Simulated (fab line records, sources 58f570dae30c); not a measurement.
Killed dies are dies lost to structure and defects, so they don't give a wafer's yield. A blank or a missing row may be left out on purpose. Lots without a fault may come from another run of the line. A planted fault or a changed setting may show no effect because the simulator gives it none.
Problem report in the 8D (eight disciplines) form, filled by code | flow berkeley_cmos170 | the parts of the form that need people (team, actions taken, sign-off) are left out

1. THE PROBLEM
NWELL_NITRIDE_THK at UCB170_NWELL_THK_MEAS_05 reads a mean of 378.8 nm on 6 wafers of 2 lots; wafers without a fault read 223.5 nm with a standard deviation of 2.6. That is +60 standard deviations from the usual mean.
First seen on wafer L868.1, day 3 16:47, on film_metro-01. The record holds 42 wafers of 14 lots with a number at this step. Rule for "out", or "out of limits": more than 4 standard deviations from the usual mean. The other wafers with a number count as sound.

2. WHAT IT IS AND WHAT IT IS NOT
question                    | is                     | is not
which readings at this step | NWELL_NITRIDE_THK      | -
which lots                  | L868, L869             | L862, L863, L864, L865, L866, L867, L871, L879, L880, L882, L883, L885
which wafers of those lots  | all that have a number | -
read on which gauges        | film_metro-01          | film_metro-02, film_metro-04
when                        | from day 3 16:47       | up to then (18 sound wafers); but 18 sound wafers of L871, L879, L880, L882, L883, L885 came after

3. SUSPECTS, AND WHAT RULES EACH OUT
Counting: a tool at a process step up to the reading stays a suspect if it ran every lot that is out and no sound lot after the first of them.
- the gauge at UCB170_NWELL_THK_MEAS_05: ruled out. All the wafers that are out were read on film_metro-01, but those of them that UCB170_NWELL_CVD_04 has rows for are out there too, on other tools.
- lpcvd-01 at UCB170_NWELL_CVD_04 (deposits Si3N4 from SiH2Cl2/NH3, target thk 224 nm, time 3360 s): ruled out as a lasting fault. Sound lots L885 ran on it after its first lot that is out, L868 (day 3 14:51).
Left after counting: nothing in the record.

4. THE CAUSE (what the simulator had put in)
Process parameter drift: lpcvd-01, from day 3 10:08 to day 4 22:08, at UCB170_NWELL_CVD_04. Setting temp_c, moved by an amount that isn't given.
Counting ruled it out, wrongly: the rule takes a fault to strike every lot that its tool runs from its start on, and this one did not.

5. THE CHAIN OF EFFECTS, in route order
Each row: a reading whose mean over the struck wafers that have a number lies more than 3 standard deviations from the usual. Only readings for which the record gives a usual standard deviation are gone through. hours: the time from each lot's start at the first step in this table that gives one to its start at this step, as a median over the lots. sigmas: the change in usual standard deviations.
hours | step                     | reading             | usual      | on struck wafers | change | sigmas
0     | UCB170_NWELL_CVD_04      | spike_tc_centre_C   | 803.0 C    | 856.0            | +53.0  | +35
0     | UCB170_NWELL_CVD_04      | spike_tc_load_C     | 823.5 C    | 875.3            | +51.8  | +21
0     | UCB170_NWELL_CVD_04      | spike_tc_source_C   | 823.0 C    | 877.1            | +54.1  | +21
0     | UCB170_NWELL_CVD_04      | susceptor_temp_C    | 800.0 C    | 851.5            | +51.5  | +99 or more
0     | UCB170_NWELL_CVD_04      | zone_power_load_pct | 19.4 %     | 23.1             | +3.7   | +4.2
2     | UCB170_NWELL_THK_MEAS_05 | NWELL_NITRIDE_THK   | 223.5 nm   | 378.8            | +155.3 | +60
3     | UCB170_NWELL_ETCH_13     | oes_product_au      | 0.940 a.u. | 1.011            | +0.071 | +4.5
The process steps in it:
- UCB170_NWELL_CVD_04: deposits Si3N4 from SiH2Cl2/NH3, target thk 224 nm, time 3360 s.
- UCB170_NWELL_ETCH_13: etches Si3N4 in CH3F/Ar/O2, stops on SiO2, target depth 246.4 nm, time 154 s.

6. WHAT WOULD HAVE CAUGHT IT SOONER
In this record the first reading out of limits at a measuring or inspecting step was taken at day 3 16:47, 7 hours after the fault began at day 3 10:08.
The tool's own readings at UCB170_NWELL_CVD_04 were out on every struck wafer that the step has a row for (spike_tc_centre_C, spike_tc_load_C, spike_tc_source_C, susceptor_temp_C, zone_power_load_pct): an alarm limit on them would have fired on the first of those.
